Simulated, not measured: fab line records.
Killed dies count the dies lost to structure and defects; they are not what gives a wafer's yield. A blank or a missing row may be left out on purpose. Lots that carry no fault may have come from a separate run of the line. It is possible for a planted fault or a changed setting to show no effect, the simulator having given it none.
fab line records	flow rit_cmos
record lots=15	wafers=45	last_day=8
route steps=202 shown NRETRO@56 M1@202
lots with no fault: from the same line, run without faults
start_h: hours from the record's opening day to when the first of the lot's shown wafers began	wait_h: hours from the lot's prior step to this one	" repeats the value in the row above	L1.1+2: a row that stands for several wafers	- value missing, or start not given	* or withheld: withheld	< > ~ a bound
route shown NAME@n: a module of which the file shows steps, and the number in the route of the first	usual: mean/standard deviation of fault-free wafers	same: alike in all rows	chamber/n: place in a boat	sites: per-site readings	_std_site: the values' standard deviation	_edge_site: mean of outer sites minus mean of inner sites	radius_mm: for every site, how far away it sits from the centre of the wafer	mask NAME#n: copy n	behind: the most recent tool/chamber to have shaped the wafer	hold: why the lot went on hold/how many hours it stayed there/how the hold came to an end	device: transistor that didn't switch, given as n, p or np	end of line: the tests these same wafers got at the end of their route	a step without rows: its recipe alone	killed: dies lost to structure and defects at the first sort, not the wafer's yield	map: the dies of a wafer, with x for killed, . for not killed, _ for no die there
set.NAME: the setting the step ran with; set.NAME@STEP: the setting that earlier step ran with	model.NAME: the simulator's own value behind a step, which no gauge read
a sample of lots followed through the steps of the route, with each step as a table and each wafer as a row
services: from which hour (start_h, from the record's first day; less than 0 if before it) a tool's chamber was out of use, for how many hours, and why
## steps
# step RIT_NRETRO_EXPOSE_03
# recipe mask_id=M4	na=0.57	target_cd_nm=43900	dose_mj=250
lot.wafer	tool	chamber	start_h	wait_h	mask
L297.3+4+6	iline_stepper-01	0	36.58	0.1	M4#0
L298.1+3+6	iline_stepper-02	0	40.91	0.2	M4#0
L299.2+4+6	iline_stepper-01	0	45.86	0.2	M4#0
L301.1+5+6	iline_stepper-01	0	57.95	0.1	M4#0
L302.3+5+6	iline_stepper-01	0	63.12	0.1	M4#0
L303.1+3+4	iline_stepper-02	0	64.57	0.3	M4#0
L305.1+3+6	iline_stepper-01	0	75.35	0.1	M4#0
L307.2+4+6	iline_stepper-01	0	86.22	0.3	M4#0
L308.1+2+3	iline_stepper-02	0	96.36	0.2	M4#0
L309.1+2+6	iline_stepper-02	0	99.88	0.1	M4#0
L310.1+2+4	iline_stepper-02	0	101.31	0.1	M4#0
L312.1+3+6	iline_stepper-02	0	116.55	0.2	M4#0
L316.2+3+6	iline_stepper-01	0	147.80	0.1	M4#0
L317.3+4+5	iline_stepper-01	0	153.82	0.1	M4#0
L319.1+3+4	iline_stepper-01	0	160.55	0.4	M4#0
# step RIT_NRETRO_OVL_MEAS_06
# usual NRETRO_OVL=-0.7/1.2
lot.wafer	tool	chamber	start_h	wait_h	hold	NRETRO_OVL[nm]
L297.3	overlay-02	-	36.98	-	-	-2.3
L297.4	"	-	"	"	-	-0.2
L297.6	"	-	"	"	-	-0.5
L298.1	overlay-02	-	41.34	-	-	-1.6
L298.3	"	-	"	"	-	-1.2
L298.6	"	-	"	"	-	-1.5
L299.2	overlay-02	-	46.28	-	-	0.3
L299.4	"	-	"	"	-	2.3
L299.6	"	-	"	"	-	-0.1
L301.1	overlay-02	-	58.38	-	-	-1.1
L301.5	"	-	"	"	-	1.9
L301.6	"	-	"	"	-	-0.7
L302.3	overlay-02	-	63.52	-	-	-1.6
L302.5	"	-	"	"	-	-3.7
L302.6	"	-	"	"	-	-0.7
L303.1	overlay-02	-	65.00	-	-	0.9
L303.3	"	-	"	"	-	-0.3
L303.4	"	-	"	"	-	-0.2
L305.1	overlay-01	-	75.78	-	-	-0.5
L305.3	"	-	"	"	-	-0.9
L305.6	"	-	"	"	-	-2.2
L307.2	overlay-01	-	86.64	-	-	-0.2
L307.4	"	-	"	"	-	-1.0
L307.6	"	-	"	"	-	0.8
L308.1	overlay-01	-	96.78	-	-	1.7
L308.2	"	-	"	"	-	-1.0
L308.3	"	-	"	"	-	-0.4
L309.1	overlay-01	-	100.31	-	await_dispo/0.2h/release	417.2
L309.2	"	-	"	"	await_dispo/0.2h/release	419.8
L309.6	"	-	"	"	await_dispo/0.2h/release	419.0
L309.1	overlay-01	-	100.51	0.2	-	417.8
L309.2	"	-	"	"	-	420.0
L309.6	"	-	"	"	-	419.5
L310.1	overlay-02	-	101.74	-	await_dispo/0.2h/release	417.7
L310.2	"	-	"	"	await_dispo/0.2h/release	417.5
L310.4	"	-	"	"	await_dispo/0.2h/release	416.5
L310.1	overlay-02	-	101.95	0.2	-	418.6
L310.2	"	-	"	"	-	417.4
L310.4	"	-	"	"	-	417.3
L312.1	overlay-01	-	116.98	-	await_dispo/0.2h/release	420.0
L312.3	"	-	"	"	await_dispo/0.2h/release	419.5
L312.6	"	-	"	"	await_dispo/0.2h/release	419.8
L312.1	overlay-01	-	117.18	0.2	-	420.7
L312.3	"	-	"	"	-	420.2
L312.6	"	-	"	"	-	421.0
L316.2	overlay-01	-	148.22	-	-	-0.3
L316.3	"	-	"	"	-	-2.9
L316.6	"	-	"	"	-	-0.6
L317.3	overlay-01	-	154.23	-	-	0.2
L317.4	"	-	"	"	-	0.5
L317.5	"	-	"	"	-	-0.1
L319.1	overlay-02	-	160.98	-	-	-1.8
L319.3	"	-	"	"	-	-1.8
L319.4	"	-	"	"	-	-1.8
# step RIT_M1_PROBE_99
# usual defect_limited_yield=97.3/1.2	killed_at_M0_to_M3=0.0/0.14	killed_at_contacts=0.1/0.3	killed_at_front_end=7/3.1	killed_dies=7/3.1	killed_open=3.8/2.3	killed_short=3.2/1.9	sort_bin_3_pad_short=0.1/0.2	sort_bin_5_function=1.6/0.91	sort_bin_6_memory=1.0/0.6	sort_n_pass=257/3.1	sort_yield_pct=97.3/1.2
# same gross_dies=264	killed_at_M4_up=0	killed_at_back_side=0	killed_at_other=0
lot.wafer	tool	chamber	start_h	wait_h	defect_limited_yield[%]	killed_at_M0_to_M3	killed_at_contacts	killed_at_front_end	killed_dies	killed_open	killed_short	sort_bin_3_pad_short[%]	sort_bin_5_function[%]	sort_bin_6_memory[%]	sort_n_pass	sort_yield_pct[%]
L297.3	prober-02	-	69.21	0.2	95.5	0	0	12	12	7	5	0	3.0	1.5	252	95.5
L297.4	prober-02	-	69.26	0.2	98.9	0	0	3	3	2	1	0	0	1.1	261	98.9
L297.6	prober-02	-	69.36	0.2	97.7	0	0	6	6	4	2	0	0.8	1.5	258	97.7
L298.1	prober-01	-	71.52	0.1	97.7	0	0	6	6	3	3	0	1.9	0.4	258	97.7
L298.3	prober-01	-	71.62	0.2	96.6	0	0	9	9	4	5	0	2.7	0.8	255	96.6
L298.6	prober-01	-	71.77	0.2	97.7	0	0	6	6	2	4	0.4	1.5	0.4	258	97.7
L299.2	prober-02	-	75.53	0.1	96.2	0	0	10	10	6	4	0	2.3	1.5	254	96.2
L299.4	prober-02	-	75.63	0.2	99.2	0	0	2	2	1	1	0	0.8	0	262	99.2
L299.6	prober-02	-	75.73	0.2	97.0	0	0	8	8	6	2	0	1.1	1.9	256	97.0
L301.1	prober-02	-	91.75	0.1	97.0	1	0	7	8	3	5	0.8	1.1	1.1	256	97.0
L301.5	prober-02	-	91.95	0.2	97.7	0	0	6	6	2	4	0.4	1.1	0.8	258	97.7
L301.6	prober-02	-	92.00	0.2	97.7	0	0	6	6	3	3	0	0.8	1.5	258	97.7
L302.3	prober-01	-	94.57	0.2	97.3	0	0	7	7	2	5	0	1.5	1.1	257	97.3
L302.5	prober-01	-	94.67	0.2	95.8	0	1	10	11	5	6	0.4	3.4	0.4	253	95.8
L302.6	prober-01	-	94.72	0.2	96.6	0	0	9	9	4	5	0	1.9	1.5	255	96.6
L303.1	prober-02	-	96.91	0.1	96.6	0	0	9	9	2	7	0.4	1.5	1.5	255	96.6
L303.3	prober-02	-	97.01	0.2	94.7	0	0	14	14	8	6	0	5.3	0	250	94.7
L303.4	prober-02	-	97.06	0.2	96.2	0	0	10	10	8	2	0	2.7	1.1	254	96.2
L305.1	prober-02	-	108.49	0.1	97.7	0	0	6	6	4	2	0.4	1.1	0.8	258	97.7
L305.3	prober-02	-	108.59	0.2	99.6	0	0	1	1	1	0	0	0	0.4	263	99.6
L305.6	prober-02	-	108.74	0.2	97.0	0	1	7	8	4	4	0	1.5	1.5	256	97.0
L307.2	prober-02	-	119.51	0.1	98.5	0	0	4	4	3	1	0	1.5	0	260	98.5
L307.4	prober-02	-	119.61	0.2	95.5	0	0	12	12	6	6	0	3.8	0.8	252	95.5
L307.6	prober-02	-	119.71	0.2	95.8	0	0	11	11	8	3	0	2.7	1.5	253	95.8
L308.1	prober-01	-	128.48	0.1	97.3	0	0	7	7	1	6	0.8	0.8	1.1	257	97.3
L308.2	prober-01	-	128.53	0.1	97.7	0	0	6	6	4	2	0.4	1.1	0.8	258	97.7
L308.3	prober-01	-	128.58	0.2	97.7	0	0	6	6	3	1	0	1.5	0.8	258	97.7
L316.2	prober-02	-	181.94	0.1	99.2	0	0	2	2	1	1	0	0.4	0.4	262	99.2
L316.3	prober-02	-	181.99	0.2	96.2	0	0	10	10	2	8	0	3.0	0.8	254	96.2
L316.6	prober-02	-	182.14	0.2	97.7	0	0	6	6	4	2	0	1.5	0.8	258	97.7
L317.3	prober-01	-	184.42	0.2	95.8	0	0	11	11	7	4	0	3.4	0.8	253	95.8
L317.4	prober-01	-	184.47	0.2	98.9	0	0	3	3	2	1	0.4	0.8	0	261	98.9
L317.5	prober-01	-	184.52	0.2	98.5	0	0	4	4	3	1	0	1.1	0.4	260	98.5
L319.1	prober-02	-	194.34	0.1	98.5	0	0	4	4	2	2	0	1.1	0.4	260	98.5
L319.3	prober-02	-	194.44	0.2	96.2	0	0	10	10	8	2	0	2.7	1.1	254	96.2
L319.4	prober-02	-	194.49	0.2	97.7	0	0	6	6	4	2	0	1.5	0.8	258	97.7
# killed by level:class
L297.3 FOX1:geometric_particle:open=3 SILICIDE:geometric_particle:open=3 FOX1:geometric_particle:short=2 GATE:geometric_particle:short=2 GATE:geometric_particle:open=1 REOX:geometric_particle:short=1
L297.4 FOX1:geometric_particle:open=1 GATE:geometric_particle:open=1 SILICIDE:geometric_particle:short=1
L297.6 GATE:geometric_particle:open=2 FOX1:geometric_particle:open=1 GATE:geometric_particle:short=1 SPACER:geometric_particle:short=1 SILICIDE:geometric_particle:open=1
L298.1 FOX2:geometric_particle:open=2 SILICIDE:geometric_particle:short=2 GATE:geometric_particle:open=1 GATE:geometric_particle:short=1
L298.3 FOX1:geometric_particle:open=2 GATE:geometric_particle:short=2 SPACER:geometric_particle:short=2 FOX2:geometric_particle:open=1 SILICIDE:geometric_particle:open=1 SILICIDE:geometric_particle:short=1
L298.6 GATE:geometric_particle:short=2 FOX1:geometric_particle:short=1 FOX2:geometric_particle:short=1 GATE:geometric_particle:open=1 REOX:geometric_particle:open=1
L299.2 SILICIDE:geometric_particle:open=3 ACTIVE:geometric_particle:short=1 FOX1:geometric_particle:short=1 FOX1:geometric_particle:open=1 REOX:geometric_particle:open=1 REOX:geometric_particle:short=1 SPACER:geometric_particle:short=1 SPACER:geometric_particle:open=1
L299.4 FOX2:geometric_particle:open=1 REOX:geometric_particle:short=1
L299.6 GATE:geometric_particle:open=2 SPACER:geometric_particle:open=2 FOX1:geometric_particle:short=1 REOX:geometric_particle:open=1 SILICIDE:geometric_particle:open=1 SILICIDE:geometric_particle:short=1
L301.1 GATE:geometric_particle:short=2 FOX1:geometric_particle:open=1 FOX2:geometric_particle:short=1 FOX2:geometric_particle:open=1 REOX:geometric_particle:short=1 SILICIDE:geometric_particle:open=1 M1:geometric_particle:short=1
L301.5 GATE:geometric_particle:short=2 FOX1:geometric_particle:open=1 REOX:geometric_particle:short=1 SILICIDE:geometric_particle:short=1 SILICIDE:geometric_particle:open=1
L301.6 FOX1:geometric_particle:short=2 GATE:geometric_particle:open=2 SILICIDE:geometric_particle:short=1 SILICIDE:geometric_particle:open=1
L302.3 GATE:geometric_particle:short=5 GATE:geometric_particle:open=1 SILICIDE:geometric_particle:open=1
L302.5 FOX2:geometric_particle:open=3 GATE:geometric_particle:short=3 GATE:geometric_particle:open=1 REOX:geometric_particle:short=1 REOX:geometric_particle:open=1 SILICIDE:geometric_particle:short=1 CONTACT:geometric_particle:short=1
L302.6 GATE:geometric_particle:short=3 GATE:geometric_particle:open=2 REOX:geometric_particle:short=1 SPACER:geometric_particle:open=1 SILICIDE:geometric_particle:open=1 SILICIDE:geometric_particle:short=1
L303.1 GATE:geometric_particle:short=3 FOX1:geometric_particle:short=2 FOX1:geometric_particle:open=1 FOX2:geometric_particle:short=1 GATE:geometric_particle:open=1 SPACER:geometric_particle:short=1
L303.3 SPACER:geometric_particle:open=4 FOX1:geometric_particle:short=3 GATE:geometric_particle:open=2 SILICIDE:geometric_particle:short=2 GATE:geometric_particle:short=1 REOX:geometric_particle:open=1 SILICIDE:geometric_particle:open=1
L303.4 FOX1:geometric_particle:open=2 GATE:geometric_particle:open=2 SPACER:geometric_particle:open=2 FOX2:geometric_particle:short=1 REOX:geometric_particle:open=1 SPACER:geometric_particle:short=1 SILICIDE:geometric_particle:open=1
L305.1 REOX:geometric_particle:short=2 FOX2:geometric_particle:open=1 GATE:geometric_particle:open=1 SPACER:geometric_particle:open=1 SILICIDE:geometric_particle:open=1
L305.3 GATE:geometric_particle:open=1
L305.6 SILICIDE:geometric_particle:short=2 FOX1:geometric_particle:open=1 FOX2:geometric_particle:short=1 GATE:geometric_particle:open=1 REOX:geometric_particle:short=1 SILICIDE:geometric_particle:open=1 CONTACT:geometric_particle:open=1
L307.2 REOX:geometric_particle:open=3 SPACER:geometric_particle:short=1
L307.4 GATE:geometric_particle:short=4 GATE:geometric_particle:open=3 SILICIDE:geometric_particle:open=2 FOX1:geometric_particle:short=1 REOX:geometric_particle:short=1 REOX:geometric_particle:open=1
L307.6 GATE:geometric_particle:open=5 GATE:geometric_particle:short=2 FOX2:geometric_particle:short=1 FOX2:geometric_particle:open=1 SPACER:geometric_particle:open=1 SILICIDE:geometric_particle:open=1
L308.1 GATE:geometric_particle:short=4 FOX1:geometric_particle:short=1 FOX2:geometric_particle:short=1 GATE:geometric_particle:open=1
L308.2 GATE:geometric_particle:open=2 SPACER:geometric_particle:open=2 GATE:geometric_particle:short=1 REOX:geometric_particle:short=1
L308.3 REOX:geometric_particle:open=2 NRETRO:coat_microbubble_printed=2 FOX1:geometric_particle:short=1 GATE:geometric_particle:open=1
L316.2 GATE:geometric_particle:short=1 REOX:geometric_particle:open=1
L316.3 GATE:geometric_particle:short=3 GATE:geometric_particle:open=2 REOX:geometric_particle:short=2 FOX2:geometric_particle:short=1 SPACER:geometric_particle:short=1 SILICIDE:geometric_particle:short=1
L316.6 FOX1:geometric_particle:open=2 GATE:geometric_particle:open=1 REOX:geometric_particle:short=1 REOX:geometric_particle:open=1 SPACER:geometric_particle:short=1
L317.3 SILICIDE:geometric_particle:open=4 GATE:geometric_particle:short=2 SILICIDE:geometric_particle:short=2 FOX2:geometric_particle:open=1 REOX:geometric_particle:open=1 SPACER:geometric_particle:open=1
L317.4 FOX2:geometric_particle:open=1 REOX:geometric_particle:short=1 REOX:geometric_particle:open=1
L317.5 FOX2:geometric_particle:open=1 GATE:geometric_particle:open=1 REOX:geometric_particle:short=1 REOX:geometric_particle:open=1
L319.1 GATE:geometric_particle:short=1 GATE:geometric_particle:open=1 REOX:geometric_particle:open=1 SPACER:geometric_particle:short=1
L319.3 GATE:geometric_particle:open=3 GATE:geometric_particle:short=2 REOX:geometric_particle:open=2 FOX1:geometric_particle:open=1 FOX2:geometric_particle:open=1 SPACER:geometric_particle:open=1
L319.4 SPACER:geometric_particle:open=2 SPACER:geometric_particle:short=2 FOX1:geometric_particle:open=1 REOX:geometric_particle:open=1
## services
tool	chamber	start_h	hours	kind
iline_stepper-02	-	50.85	2.2	repair
iline_stepper-01	-	63.44	1.7	pm
iline_stepper-02	-	71.24	4.4	pm
iline_stepper-01	0	114.00	-	calibration
iline_stepper-02	-	117.42	1.7	pm
## key
first_sign step=RIT_NRETRO_OVL_MEAS_06	reading=visit	direction=added
effect step=RIT_NRETRO_OVL_MEAS_06	reading=NRETRO_OVL	direction=up	sigmas=99+	usual=-0.7	struck=418.5
met_at RIT_NRETRO_EXPOSE_03
struck_lots L309,L310,L312
scrapped_behind RIT_NRETRO_OVL_MEAS_06 L309.1,L309.2,L309.6,L310.1,L310.2,L310.4,L312.1,L312.3,L312.6
onset_between 96.36 99.88
fault kind=scanner_matching_overlay	tool=iline_stepper-02	chamber=-	onset_h=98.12	steps=RIT_NRETRO_EXPOSE_03	offset=420
